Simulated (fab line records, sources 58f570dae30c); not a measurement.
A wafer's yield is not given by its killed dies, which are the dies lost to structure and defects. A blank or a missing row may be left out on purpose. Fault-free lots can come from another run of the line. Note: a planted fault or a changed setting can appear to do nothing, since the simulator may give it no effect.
The tool behind it: which one? || flow berkeley-cmos170 || 14 lots with 42 wafers sampled at 5 steps, on a route of 331 steps

== WHAT EACH GAUGE READ, for each wafer ==
UCB170_NVT_TW_MEAS_09. Usual: NVT_TW typically reads 523, with standard deviation 6.2.
{"lot": "L494", "measured": "day 7 00:25", "on": "film-metro-03", "NVT_TW": "516 514 516", "flag": ""}
{"lot": "L500", "measured": "day 8 00:03", "on": "film-metro-04", "NVT_TW": "533 533 533", "flag": ""}
{"lot": "L502", "measured": "day 8 07:17", "on": "film-metro-03", "NVT_TW": "515 512 514", "flag": ""}
{"lot": "L501", "measured": "day 8 07:10", "on": "film-metro-04", "NVT_TW": "533 531 532", "flag": ""}
{"lot": "L503", "measured": "day 8 06:25", "on": "film-metro-01", "NVT_TW": "520 520 523", "flag": ""}
{"lot": "L505", "measured": "day 8 20:26", "on": "film-metro-04", "NVT_TW": "532 529 531", "flag": ""}
{"lot": "L504", "measured": "day 8 20:11", "on": "film-metro-03", "NVT_TW": "515 515 513", "flag": ""}
{"lot": "L506", "measured": "day 9 12:41", "on": "film-metro-04", "NVT_TW": "529 531 531", "flag": ""}
{"lot": "L507", "measured": "day 9 12:11", "on": "film-metro-04", "NVT_TW": "531 529 529", "flag": ""}
{"lot": "L512", "measured": "day 9 18:00", "on": "film-metro-01", "NVT_TW": "519 519 518", "flag": ""}
{"lot": "L510", "measured": "day 9 17:56", "on": "film-metro-01", "NVT_TW": "518 520 518", "flag": ""}
{"lot": "L516", "measured": "day 10 22:10", "on": "film-metro-03", "NVT_TW": "480 478 481", "flag": "OFF"}
{"lot": "L517", "measured": "day 10 22:40", "on": "film-metro-04", "NVT_TW": "530 530 526", "flag": ""}
{"lot": "L515", "measured": "day 10 22:54", "on": "film-metro-01", "NVT_TW": "484 484 486", "flag": "OFF"}

UCB170_PVT_TW_MEAS_09. Usual: PVT_TW typically reads 511, with standard deviation 3.7.
{"lot": "L494", "measured": "day 7 02:11", "on": "film-metro-02", "PVT_TW": "514 512 511", "flag": ""}
{"lot": "L500", "measured": "day 8 02:37", "on": "film-metro-02", "PVT_TW": "508 509 510", "flag": ""}
{"lot": "L502", "measured": "day 8 10:25", "on": "film-metro-02", "PVT_TW": "508 508 508", "flag": ""}
{"lot": "L501", "measured": "day 8 10:10", "on": "film-metro-02", "PVT_TW": "513 513 510", "flag": ""}
{"lot": "L503", "measured": "day 8 09:47", "on": "film-metro-04", "PVT_TW": "516 515 517", "flag": ""}
{"lot": "L505", "measured": "day 8 23:23", "on": "film-metro-02", "PVT_TW": "511 511 512", "flag": ""}
{"lot": "L504", "measured": "day 8 23:19", "on": "film-metro-04", "PVT_TW": "514 513 513", "flag": ""}
{"lot": "L506", "measured": "day 9 16:50", "on": "film-metro-04", "PVT_TW": "514 513 513", "flag": ""}
{"lot": "L507", "measured": "day 9 16:08", "on": "film-metro-04", "PVT_TW": "515 517 515", "flag": ""}
{"lot": "L512", "measured": "day 9 21:17", "on": "film-metro-02", "PVT_TW": "510 511 513", "flag": ""}
{"lot": "L510", "measured": "day 9 21:01", "on": "film-metro-01", "PVT_TW": "500 503 502", "flag": ""}
{"lot": "L516", "measured": "day 11 01:20", "on": "film-metro-04", "PVT_TW": "515 513 516", "flag": ""}
{"lot": "L517", "measured": "day 11 01:37", "on": "film-metro-04", "PVT_TW": "514 516 514", "flag": ""}
{"lot": "L515", "measured": "day 11 01:53", "on": "film-metro-01", "PVT_TW": "505 506 506", "flag": ""}

UCB170_FIELD_THK_MEAS_91. Usual: FIELD_OXIDE_LEFT_2_THK typically reads 355 nm, with standard deviation 11.
{"lot": "L494", "measured": "day 7 03:04", "on": "film-metro-02", "FIELD_OXIDE_LEFT_2_THK (nm)": "362 368 357", "flag": ""}
{"lot": "L500", "measured": "day 8 02:44", "on": "film-metro-04", "FIELD_OXIDE_LEFT_2_THK (nm)": "344 336 338", "flag": ""}
{"lot": "L502", "measured": "day 8 10:33", "on": "film-metro-04", "FIELD_OXIDE_LEFT_2_THK (nm)": "368 369 364", "flag": ""}
{"lot": "L501", "measured": "day 8 10:18", "on": "film-metro-01", "FIELD_OXIDE_LEFT_2_THK (nm)": "350 353 362", "flag": ""}
{"lot": "L503", "measured": "day 8 09:55", "on": "film-metro-01", "FIELD_OXIDE_LEFT_2_THK (nm)": "364 359 349", "flag": ""}
{"lot": "L505", "measured": "day 8 23:31", "on": "film-metro-04", "FIELD_OXIDE_LEFT_2_THK (nm)": "351 352 345", "flag": ""}
{"lot": "L504", "measured": "day 8 23:26", "on": "film-metro-01", "FIELD_OXIDE_LEFT_2_THK (nm)": "359 354 344", "flag": ""}
{"lot": "L506", "measured": "day 9 16:58", "on": "film-metro-02", "FIELD_OXIDE_LEFT_2_THK (nm)": "357 352 351", "flag": ""}
{"lot": "L507", "measured": "day 9 16:16", "on": "film-metro-02", "FIELD_OXIDE_LEFT_2_THK (nm)": "350 346 358", "flag": ""}
{"lot": "L512", "measured": "day 9 21:33", "on": "film-metro-04", "FIELD_OXIDE_LEFT_2_THK (nm)": "356 354 351", "flag": ""}
{"lot": "L510", "measured": "day 9 21:11", "on": "film-metro-04", "FIELD_OXIDE_LEFT_2_THK (nm)": "355 341 341", "flag": ""}
{"lot": "L516", "measured": "day 11 01:27", "on": "film-metro-01", "FIELD_OXIDE_LEFT_2_THK (nm)": "369 359 355", "flag": ""}
{"lot": "L517", "measured": "day 11 01:44", "on": "film-metro-02", "FIELD_OXIDE_LEFT_2_THK (nm)": "344 338 352", "flag": ""}
{"lot": "L515", "measured": "day 11 02:00", "on": "film-metro-02", "FIELD_OXIDE_LEFT_2_THK (nm)": "371 366 356", "flag": ""}

== EACH LOT AND THE TOOL THAT RAN IT (in order: tool; ch and the chambers of the sampled wafers; start) ==
{"lot": "L494", "UCB170_PFIELD_STRIP_08": "plasma-asher-01 ch 0,1, day 5 11:36", "UCB170_NVT_IMPLANT_07": "implanter-02 ch 0, day 7 00:10"}
{"lot": "L500", "UCB170_PFIELD_STRIP_08": "plasma-asher-01 ch 0,1, day 6 10:49", "UCB170_NVT_IMPLANT_07": "implanter-02 ch 0, day 7 23:49"}
{"lot": "L502", "UCB170_PFIELD_STRIP_08": "plasma-asher-04 ch 0,1, day 6 20:56", "UCB170_NVT_IMPLANT_07": "implanter-02 ch 0, day 8 07:02"}
{"lot": "L501", "UCB170_PFIELD_STRIP_08": "plasma-asher-04 ch 0,1, day 6 21:33", "UCB170_NVT_IMPLANT_07": "implanter-03 ch 0, day 8 06:58"}
{"lot": "L503", "UCB170_PFIELD_STRIP_08": "plasma-asher-01 ch 0,1, day 6 21:46", "UCB170_NVT_IMPLANT_07": "implanter-01 ch 0, day 8 06:10"}
{"lot": "L505", "UCB170_PFIELD_STRIP_08": "plasma-asher-04 ch 0,1, day 7 06:00", "UCB170_NVT_IMPLANT_07": "implanter-02 ch 0, day 8 20:13"}
{"lot": "L504", "UCB170_PFIELD_STRIP_08": "plasma-asher-01 ch 0,1, day 7 06:07", "UCB170_NVT_IMPLANT_07": "implanter-03 ch 0, day 8 19:56"}
{"lot": "L506", "UCB170_PFIELD_STRIP_08": "plasma-asher-03 ch 0,1, day 8 02:07", "UCB170_NVT_IMPLANT_07": "implanter-01 ch 0, day 9 12:26"}
{"lot": "L507", "UCB170_PFIELD_STRIP_08": "plasma-asher-04 ch 0,1, day 8 02:16", "UCB170_NVT_IMPLANT_07": "implanter-03 ch 0, day 9 11:57"}
{"lot": "L512", "UCB170_PFIELD_STRIP_08": "plasma-asher-03 ch 0, day 8 08:01", "UCB170_NVT_IMPLANT_07": "implanter-01 ch 0, day 9 17:43"}
{"lot": "L510", "UCB170_PFIELD_STRIP_08": "plasma-asher-01 ch 0,1, day 8 08:06", "UCB170_NVT_IMPLANT_07": "implanter-03 ch 0, day 9 17:43"}
{"lot": "L516", "UCB170_PFIELD_STRIP_08": "plasma-asher-04 ch 0, day 9 14:29", "UCB170_NVT_IMPLANT_07": "implanter-02 ch 0, day 10 21:55"}
{"lot": "L517", "UCB170_PFIELD_STRIP_08": "plasma-asher-03 ch 0,1, day 9 15:13", "UCB170_NVT_IMPLANT_07": "implanter-03 ch 0, day 10 22:26"}
{"lot": "L515", "UCB170_PFIELD_STRIP_08": "plasma-asher-01 ch 0,1, day 9 15:45", "UCB170_NVT_IMPLANT_07": "implanter-02 ch 0, day 10 22:39"}
- UCB170_PFIELD_STRIP_08: strips in O2.
- UCB170_NVT_IMPLANT_07

== AS READ BY THE TOOLS THEMSELVES (means over the sampled wafers that have a number; for cases with no such wafer, the mark the record gives instead) ==
UCB170_PFIELD_STRIP_08. Usual: drypump-motor-current-A 5.9 A, standard deviation 0.5; oes-product-au 0.735 a.u., standard deviation 0.0046; strip-time-to-endpoint-s 21.63 s, standard deviation 0.064.
{"lot": "L494", "tool": "plasma-asher-01", "drypump-motor-current-A (A)": 6.2, "oes-product-au (a.u.)": 0.733, "strip-time-to-endpoint-s (s)": 21.64, "flag": ""}
{"lot": "L500", "tool": "plasma-asher-01", "drypump-motor-current-A (A)": 6.2, "oes-product-au (a.u.)": 0.740, "strip-time-to-endpoint-s (s)": 21.52, "flag": ""}
{"lot": "L502", "tool": "plasma-asher-04", "drypump-motor-current-A (A)": 5.4, "oes-product-au (a.u.)": 0.733, "strip-time-to-endpoint-s (s)": 21.70, "flag": ""}
{"lot": "L501", "tool": "plasma-asher-04", "drypump-motor-current-A (A)": 5.3, "oes-product-au (a.u.)": 0.733, "strip-time-to-endpoint-s (s)": 21.62, "flag": ""}
{"lot": "L503", "tool": "plasma-asher-01", "drypump-motor-current-A (A)": 6.2, "oes-product-au (a.u.)": 0.732, "strip-time-to-endpoint-s (s)": 21.70, "flag": ""}
{"lot": "L505", "tool": "plasma-asher-04", "drypump-motor-current-A (A)": 5.4, "oes-product-au (a.u.)": 0.738, "strip-time-to-endpoint-s (s)": 21.64, "flag": ""}
{"lot": "L504", "tool": "plasma-asher-01", "drypump-motor-current-A (A)": 6.2, "oes-product-au (a.u.)": 0.738, "strip-time-to-endpoint-s (s)": 21.57, "flag": ""}
{"lot": "L506", "tool": "plasma-asher-03", "drypump-motor-current-A (A)": 6.3, "oes-product-au (a.u.)": 0.736, "strip-time-to-endpoint-s (s)": 21.58, "flag": ""}
{"lot": "L507", "tool": "plasma-asher-04", "drypump-motor-current-A (A)": 5.4, "oes-product-au (a.u.)": 0.732, "strip-time-to-endpoint-s (s)": 21.64, "flag": ""}
{"lot": "L512", "tool": "plasma-asher-03", "drypump-motor-current-A (A)": 6.7, "oes-product-au (a.u.)": 0.738, "strip-time-to-endpoint-s (s)": 21.64, "flag": ""}
{"lot": "L510", "tool": "plasma-asher-01", "drypump-motor-current-A (A)": 6.2, "oes-product-au (a.u.)": 0.732, "strip-time-to-endpoint-s (s)": 21.65, "flag": ""}
{"lot": "L516", "tool": "plasma-asher-04", "drypump-motor-current-A (A)": 5.1, "oes-product-au (a.u.)": 0.737, "strip-time-to-endpoint-s (s)": 21.62, "flag": ""}
{"lot": "L517", "tool": "plasma-asher-03", "drypump-motor-current-A (A)": 5.8, "oes-product-au (a.u.)": 0.733, "strip-time-to-endpoint-s (s)": 21.56, "flag": ""}
{"lot": "L515", "tool": "plasma-asher-01", "drypump-motor-current-A (A)": 6.2, "oes-product-au (a.u.)": 0.732, "strip-time-to-endpoint-s (s)": 21.63, "flag": ""}

UCB170_NVT_IMPLANT_07. Usual: dose-ions-cm2 3e+12, standard deviation 3.6e+09; faraday-current-uA 9.53, standard deviation 0.21.
{"lot": "L494", "tool": "implanter-02", "dose-ions-cm2": 3e+12, "faraday-current-uA": 9.37, "flag": ""}
{"lot": "L500", "tool": "implanter-02", "dose-ions-cm2": 3e+12, "faraday-current-uA": 9.50, "flag": ""}
{"lot": "L502", "tool": "implanter-02", "dose-ions-cm2": 3e+12, "faraday-current-uA": 9.58, "flag": ""}
{"lot": "L501", "tool": "implanter-03", "dose-ions-cm2": 3e+12, "faraday-current-uA": 9.56, "flag": ""}
{"lot": "L503", "tool": "implanter-01", "dose-ions-cm2": 3e+12, "faraday-current-uA": 9.51, "flag": ""}
{"lot": "L505", "tool": "implanter-02", "dose-ions-cm2": 3e+12, "faraday-current-uA": 9.46, "flag": ""}
{"lot": "L504", "tool": "implanter-03", "dose-ions-cm2": 3e+12, "faraday-current-uA": 9.43, "flag": ""}
{"lot": "L506", "tool": "implanter-01", "dose-ions-cm2": 3e+12, "faraday-current-uA": 9.47, "flag": ""}
{"lot": "L507", "tool": "implanter-03", "dose-ions-cm2": 3e+12, "faraday-current-uA": 9.68, "flag": ""}
{"lot": "L512", "tool": "implanter-01", "dose-ions-cm2": 3e+12, "faraday-current-uA": 9.39, "flag": ""}
{"lot": "L510", "tool": "implanter-03", "dose-ions-cm2": 3e+12, "faraday-current-uA": 9.62, "flag": ""}
{"lot": "L516", "tool": "implanter-02", "dose-ions-cm2": 2e+12, "faraday-current-uA": 7.49, "flag": "OFF"}
{"lot": "L517", "tool": "implanter-03", "dose-ions-cm2": 3e+12, "faraday-current-uA": 9.56, "flag": ""}
{"lot": "L515", "tool": "implanter-02", "dose-ions-cm2": 2e+12, "faraday-current-uA": 7.46, "flag": "OFF"}

== THE ANSWER, worked out from the rows above alone ==
Rule: lot off if the mean of its wafers having a number is beyond 3 standard deviations from the usual mean. Also off: a lot with no number at a reading for which 4 or more lots have one. All remaining lots with rows at the step are treated as sound. After the gauges, taken in route order, come the tools' own readings; for these a lot's mean is taken, as printed above. The first step at which some lot is off is used, and at that step the reading that is off furthest; a lot without a number counts as furthest.
Off: at UCB170_NVT_TW_MEAS_09 (NVT_TW), L516, L515.
If a tool, at a process step before that reading, ran all the lots that are off and no sound lot after the first of them, it fits. The gauges at UCB170_NVT_TW_MEAS_09 aren't tried: what is off there is off at UCB170_NVT_IMPLANT_07 too, on other tools, and a gauge's error can't cause that. One fits: UCB170_NVT_IMPLANT_07 on implanter-02. Its last sound lot is L505 (day 8 20:13), its first lot that is off L516 (day 10 21:55): a fault that began between those two fits.
The tool's own readings at UCB170_NVT_IMPLANT_07 bear it out: on the lots that are off they differ by more than 5 times the standard deviation of the sound lots' means. dose-ions-cm2 reads 2e+12 there against 3e+12 on the sound lots; faraday-current-uA reads 7.47 there against 9.51 on the sound lots.

== WHAT THE SIMULATOR PUT IN ==
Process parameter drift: implanter-02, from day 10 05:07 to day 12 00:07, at UCB170_NVT_IMPLANT_07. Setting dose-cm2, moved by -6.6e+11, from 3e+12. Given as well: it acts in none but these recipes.
Shown lots that were struck: L516, L515. The rule above reached the same finding.
